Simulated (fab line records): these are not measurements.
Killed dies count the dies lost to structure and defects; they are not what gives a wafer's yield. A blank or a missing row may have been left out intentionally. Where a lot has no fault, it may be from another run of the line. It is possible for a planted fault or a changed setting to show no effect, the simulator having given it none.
A struck lot beside a sound one | flow ritCmos | 21 out of 202 route steps
Sound: wafers L142.3, L142.5, L142.6. Wafers struck: L145.1, L145.3, L145.6. At the end, the cause is stated.
Each step with rows lists, per side, the tool, then ch with its chambers, then its first start. Under that, the readings that differ: sound wafers | struck wafers | difference of the means | sigmas: that difference in standard deviations of wafers without a fault.
alike: same words and numbers on both sides, and readings whose means sit less than 2 such deviations apart. not compared: any withheld reading, any reading some wafer has no value for, any bound like >300 that may hide the same value, and any number with overlapping values for which the record gives no deviation.
A row with sigmas, a row that says differs or no value, or rows on one side alone: a step with any of these is where the two part. Numbers that don't overlap but have no deviation are shown without sigmas and don't part them. A reading missing from all wafers of one side parts the sides only when that side holds two or more wafers.

first, 2 steps without rows for these wafers: RIT_NSD_HARDBAKE_07 (time 60 s); RIT_NSD_IMPLANT_08.
RIT_NSD_STRIP_09: strips in O2, time 180 s.
  sound on plasmaAsher-01 ch 0,1, day 6 01:36; struck on plasmaAsher-04 ch 1, day 6 18:06
  alike: drypumpMotorCurrentA
  not compared: rfHoursCounterH
RIT_NSD_TW_MEAS_10:
  struck on filmMetro-03, day 6 18:16; sound on filmMetro-04, day 6 01:44
  alike: NSD_TW
then, 6 steps without rows for these wafers: RIT_PSD_HMDS_00 (prime time 60 s); RIT_PSD_COAT_01 (resist thk 1000 nm); RIT_PSD_SOFTBAKE_02 (time 60 s); RIT_PSD_EXPOSE_03 (exposes mask M10, target cd 40900 nm); RIT_PSD_PEB_04; RIT_PSD_DEVELOP_05 (develop time 50 s).
RIT_PSD_OVL_MEAS_06:
  struck on overlay-01, day 6 19:11; sound on overlay-02, day 6 02:53
  alike: PSD_OVL
then, 1 step without rows for these wafers: RIT_PSD_HARDBAKE_07 (time 60 s).
RIT_PSD_IMPLANT_08:
  sound on implanter-03 ch 0, day 6 03:07; struck on implanter-01 ch 0, day 6 19:27
reading                  | sound                | struck               | difference | sigmas
beamEnergyKeV            | 26.983 26.991 26.993 | 30.502 30.519 30.523 | +3.526     | +99 or more
model.implant.rpNm (nm)  | 22.48 22.48 22.48    | 24.21 24.21 24.21    | +1.73      | 
model.implant.drpNm (nm) | 12.05 12.05 12.05    | 13.13 13.13 13.13    | +1.08      | 
RIT_PSD_STRIP_09: strips in O2, time 180 s.
  sound on plasmaAsher-03 ch 0,1, day 6 03:16; struck on plasmaAsher-03 ch 1, day 6 19:36
  alike: drypumpMotorCurrentA
  not compared: rfHoursCounterH
RIT_PSD_TW_MEAS_10:
  struck on filmMetro-03, day 6 20:00; sound on filmMetro-01, day 6 03:25
reading | sound          | struck         | difference | sigmas
PSD_TW  | 3437 3440 3454 | 3505 3511 3527 | +71        | +4
  not compared: hold
then, 2 steps without rows for these wafers: RIT_SDANNEAL_CLEAN_01 (cleans in dHF, time 30 s); RIT_SDANNEAL_CLEAN_02 (cleans in SC2, time 600 s).
RIT_SDANNEAL_RTA_03: time 5 s.
  sound on rtpAnneal-02 ch 0, day 6 03:53; struck on rtpAnneal-01 ch 0, day 6 21:58
  alike: wafer_temp_C_max
RIT_SDANNEAL_RS_MEAS_04: uses a four-point probe to measure.
  struck on filmMetro-03, day 6 22:19; sound on filmMetro-01, day 6 03:58
reading         | sound             | struck            | difference | sigmas
PSD_RS (ohm/sq) | 115.4 115.2 115.3 | 108.7 108.9 108.9 | -6.5       | -18
  not compared: hold
RIT_SDANNEAL_RS_MEAS_05: uses a four-point probe to measure.
  struck on filmMetro-03, day 7 00:49; sound on filmMetro-01, day 6 04:05
reading | sound | struck                                                                  | difference                   | sigmas
hold    | - - - | awaitDispo/2.4h/release awaitDispo/2.4h/release awaitDispo/2.4h/release | no value on the sound wafers | 
  alike: NSD_RS
RIT_M1_PROBE_99:
  struck on prober-02, day 7 08:47; sound on prober-01, day 6 11:23
  alike: killedAtFrontEnd, killedDies, killedOpen, killedShort

== WHERE THEY PART ==
Last at RIT_SDANNEAL_RS_MEAS_05 as far as this record goes, first at RIT_PSD_IMPLANT_08. Later steps at which nothing parts them and some readings are alike: RIT_M1_PROBE_99.

WHY: what the simulator had put in
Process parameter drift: implanter-01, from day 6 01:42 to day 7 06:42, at RIT_PSD_IMPLANT_08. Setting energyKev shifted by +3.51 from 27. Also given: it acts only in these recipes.
